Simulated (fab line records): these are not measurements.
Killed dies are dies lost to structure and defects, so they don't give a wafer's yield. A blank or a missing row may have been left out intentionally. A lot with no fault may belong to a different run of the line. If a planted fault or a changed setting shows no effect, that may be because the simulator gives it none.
Problem report, 8D (eight disciplines) form, completed by code || flow rit-cmos || the parts of the form that need people (team, actions taken, sign-off) are left out

1. WHAT IS WRONG
ACTIVE_OXIDE_THK at RIT_ACTIVE_THK_MEAS_02 reads a mean of 53.4 nm on 6 wafers of 2 lots; wafers without a fault read 46.8 nm with a standard deviation of 1.1. That puts it +6.0 standard deviations away from the usual mean.
First observed at day 5 06:15: wafer L872.3, on film-metro-03. Wafers with a number at this step in the record: 42, from 14 lots. The rule behind "out" and "out of limits": a value lying over 4 standard deviations away from the usual mean. All remaining wafers that have a number are taken as sound.

2. WHAT IT IS, AND WHAT IT ISN'T
{"question": "which readings at this step", "is": "ACTIVE_OXIDE_THK", "is not": "-"}
{"question": "which lots", "is": "L872, L874", "is not": "L854, L855, L856, L858, L860, L862, L863, L865, L869, L870, L875, L876"}
{"question": "which wafers of those lots", "is": "all that have a number", "is not": "-"}
{"question": "read on which gauges", "is": "film-metro-02, film-metro-03", "is not": "film-metro-04"}
{"question": "when", "is": "from day 5 06:15", "is not": "up to then (30 sound wafers); but 6 sound wafers of L875, L876 came after"}

3. THE SUSPECTS, EACH WITH WHAT RULES IT OUT
Counting: any tool at a process step up to the reading is kept as a suspect provided that every lot that is out went through it and no sound lot did after the first of them.
- the gauge at RIT_ACTIVE_THK_MEAS_02 is ruled out. The wafers that are out were read on 2 gauges (film-metro-02, film-metro-03).
- furnace-02 at RIT_ACTIVE_OXIDATION_01 (target thk 46.8 nm, ox time 3360 s): kept. All lots that are out passed through it, beginning with L872 at day 5 04:18, and no sound lot followed; its final sound lot before that point was L870 at day 4 18:07. Its own spike-tc-centre-C, spike-tc-load-C, spike-tc-source-C readings are out on those wafers.
After counting, what remains is furnace-02 at RIT_ACTIVE_OXIDATION_01.

4. THE CAUSE (what the simulator had put in)
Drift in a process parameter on furnace-02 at RIT_ACTIVE_OXIDATION_01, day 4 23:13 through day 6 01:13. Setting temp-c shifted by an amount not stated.
After counting, this tool was the only one left.

5. THE CHAIN OF EFFECTS, in route order
One row per reading whose mean, taken over the struck wafers that have a number, lies over 3 standard deviations from the usual. Scope: only readings with a usual standard deviation given in the record; hours: median across lots of the time from each lot's start at the first step in this table that gives one to its start at this step; sigmas: change in usual standard deviations.
{"hours": 0, "step": "RIT_ACTIVE_OXIDATION_01", "reading": "spike-tc-centre-C", "usual": "1001.9 C", "on struck wafers": 1014.4, "change": "+12.5", "sigmas": "+9.6"}
{"hours": 0, "step": "RIT_ACTIVE_OXIDATION_01", "reading": "spike-tc-load-C", "usual": "1028.2 C", "on struck wafers": 1042.2, "change": "+14.0", "sigmas": "+6.3"}
{"hours": 0, "step": "RIT_ACTIVE_OXIDATION_01", "reading": "spike-tc-source-C", "usual": "1025.3 C", "on struck wafers": 1041.5, "change": "+16.2", "sigmas": "+7.4"}
{"hours": 2, "step": "RIT_ACTIVE_THK_MEAS_02", "reading": "ACTIVE_OXIDE_THK", "usual": "46.8 nm", "on struck wafers": 53.4, "change": "+6.6", "sigmas": "+6.0"}
Process steps it contains:
- RIT_ACTIVE_OXIDATION_01: target thk 46.8 nm, ox time 3360 s.
Later measuring or inspecting steps at which every struck wafer that the step has a row for has a number for every such reading, and none has moved that far: RIT_ACTIVE_CD_MEAS_90, RIT_CONTACT_CD_MEAS_08.

6. WHAT WOULD HAVE CAUGHT IT SOONER
7 hours passed between the start of the fault at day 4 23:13 and the first reading out of limits at a measuring or inspecting step in this record, taken at day 5 06:15.
The tool's own readings at RIT_ACTIVE_OXIDATION_01 were out on every struck wafer that the step has a row for (spike-tc-centre-C, spike-tc-load-C, spike-tc-source-C): an alarm limit on them would have fired on the first of those.
Of the lots that are out (2), L874 began RIT_ACTIVE_OXIDATION_01 on furnace-02 after day 5 06:15. A hold on the tool at that time would have spared it.
